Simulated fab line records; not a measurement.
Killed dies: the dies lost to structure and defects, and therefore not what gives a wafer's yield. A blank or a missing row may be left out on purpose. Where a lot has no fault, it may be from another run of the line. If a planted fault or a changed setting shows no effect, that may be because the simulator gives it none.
Split-lot trial -- flow rit_cmos -- 23 wafers read from 5 lots, route of 202 steps

ON THE SPLIT
At RIT_FOX2_OXIDATION_00 (target thk 350.7 nm, ox time 1130 s), the setting ox_time_s was moved away from the recipe's 1130 s on 20 of the 23 wafers read, by -11.9% to +12.9%. The other wafers ran this setting at the recipe's value.

FROM THE SPLIT TO THE READING: what the file shows between them, 20 steps
- RIT_FOX2_THK_MEAS_01
- RIT_FOX2_CLEAN_02: cleans in dHF, time 180 s
- RIT_FOX2_WET_ETCH_03: etches Si3N4 in H3PO4, target depth 195 nm, time 2700 s
- RIT_FOX2_THK_MEAS_90
- RIT_NWELL_SOFTBAKE_02: time 60 s (also split here: temp_c)
- RIT_PWELL_COAT_01: resist thk 1300 nm (also split here: spin_rpm)
- RIT_PWELL_SOFTBAKE_02: time 60 s
- RIT_PWELL_EXPOSE_03: exposes mask M3, target cd 43700 nm
- RIT_PWELL_DEVELOP_05: develop time 68 s
- RIT_PWELL_HARDBAKE_07: time 120 s
- RIT_NRETRO_SOFTBAKE_02: time 60 s (also split here: temp_c)
- RIT_NRETRO_EXPOSE_03: exposes mask M4, target cd 43900 nm
- RIT_NRETRO_PEB_04
- RIT_NRETRO_DEVELOP_05: develop time 68 s
- RIT_PRETRO_HARDBAKE_07: time 120 s (also split here: temp_c)
- RIT_GATE_WET_ETCH_00: etches SiO2 in BOE, target depth 56 nm, time 60 s (also split here: time_s)
- RIT_GATE_CLEAN_01: cleans in SC1, time 600 s
- RIT_GATE_CLEAN_02: cleans in dHF, time 30 s
- RIT_GATE_CLEAN_03: cleans in SC2, time 600 s
- RIT_GATE_CLEAN_04: cleans in dHF, time 60 s

THE READING
FIELD_OXIDE_LEFT_2_THK in nanometres, read at RIT_FOX2_THK_MEAS_91. Fault-free wafers of this fab line usually give 259 nm, standard deviation 6.5 nm.

wafer,"tool, chamber at the split","ox_time_s as run, s",against the recipe,"FIELD_OXIDE_LEFT_2_THK, nm",against lot-mates on the recipe
L074.1,"furnace-01, 0",1130,recipe,262,-
L074.3,"furnace-01, 0",1130,recipe,260,-
L074.5,"furnace-01, 0",1130,recipe,256,-
L075.1,"-, -",1202,+6.4%,280,no lot-mate on the recipe
L075.2,"-, -",1202,+6.4%,275,no lot-mate on the recipe
L075.4,"-, -",1202,+6.4%,278,no lot-mate on the recipe
L075.5,"-, -",1202,+6.4%,281,no lot-mate on the recipe
L075.6,"-, -",1202,+6.4%,279,no lot-mate on the recipe
L077.1,"-, -",1276,+12.9%,293,no lot-mate on the recipe
L077.2,"-, -",1276,+12.9%,301,no lot-mate on the recipe
L077.3,"-, -",1276,+12.9%,296,no lot-mate on the recipe
L077.4,"-, -",1276,+12.9%,294,no lot-mate on the recipe
L077.5,"-, -",1276,+12.9%,294,no lot-mate on the recipe
L081.1,"-, -",995.1,-11.9%,222,no lot-mate on the recipe
L081.2,"-, -",995.1,-11.9%,229,no lot-mate on the recipe
L081.3,"-, -",995.1,-11.9%,224,no lot-mate on the recipe
L081.5,"-, -",995.1,-11.9%,227,no lot-mate on the recipe
L081.6,"-, -",995.1,-11.9%,226,no lot-mate on the recipe
L083.1,"-, -",1045,-7.5%,250,no lot-mate on the recipe
L083.2,"-, -",1045,-7.5%,253,no lot-mate on the recipe
L083.3,"-, -",1045,-7.5%,252,no lot-mate on the recipe
L083.4,"-, -",1045,-7.5%,250,no lot-mate on the recipe
L083.5,"-, -",1045,-7.5%,254,no lot-mate on the recipe

THE FIT
A straight line over all 23 wafers: FIELD_OXIDE_LEFT_2_THK changes by +2.59 nm for each +1% of ox_time_s; r = +0.97; the points scatter about the line by 5.9 nm.
Too few moved wafers with a lot-mate on the recipe to fit a line net of each lot's own level.

THE WHOLE CHAIN: every reading that the file lists as answering this split, in the file's order
step,what it does,reading,change (the file's fit),r (the file's)
RIT_FOX2_OXIDATION_00,"target thk 350.7 nm, ox time 1130 s","SiO2_of_FOX2_OXIDATION_00.thk_nm (the simulator's own value, which no gauge read)",+2.58 nm for each +1% of the setting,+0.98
RIT_FOX2_THK_MEAS_01,,FOX2_OXIDE_THK,+2.57 for each +1% of the setting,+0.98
RIT_FOX2_THK_MEAS_90,,FIELD_OXIDE_LEFT_1_THK,+2.59 for each +1% of the setting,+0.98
RIT_FOX2_THK_MEAS_91,,FIELD_OXIDE_LEFT_2_THK,+2.58 for each +1% of the setting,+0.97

THE FILE'S OWN FIT
FIELD_OXIDE_LEFT_2_THK changes by +2.58 nm for each +1% of ox_time_s, r = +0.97.
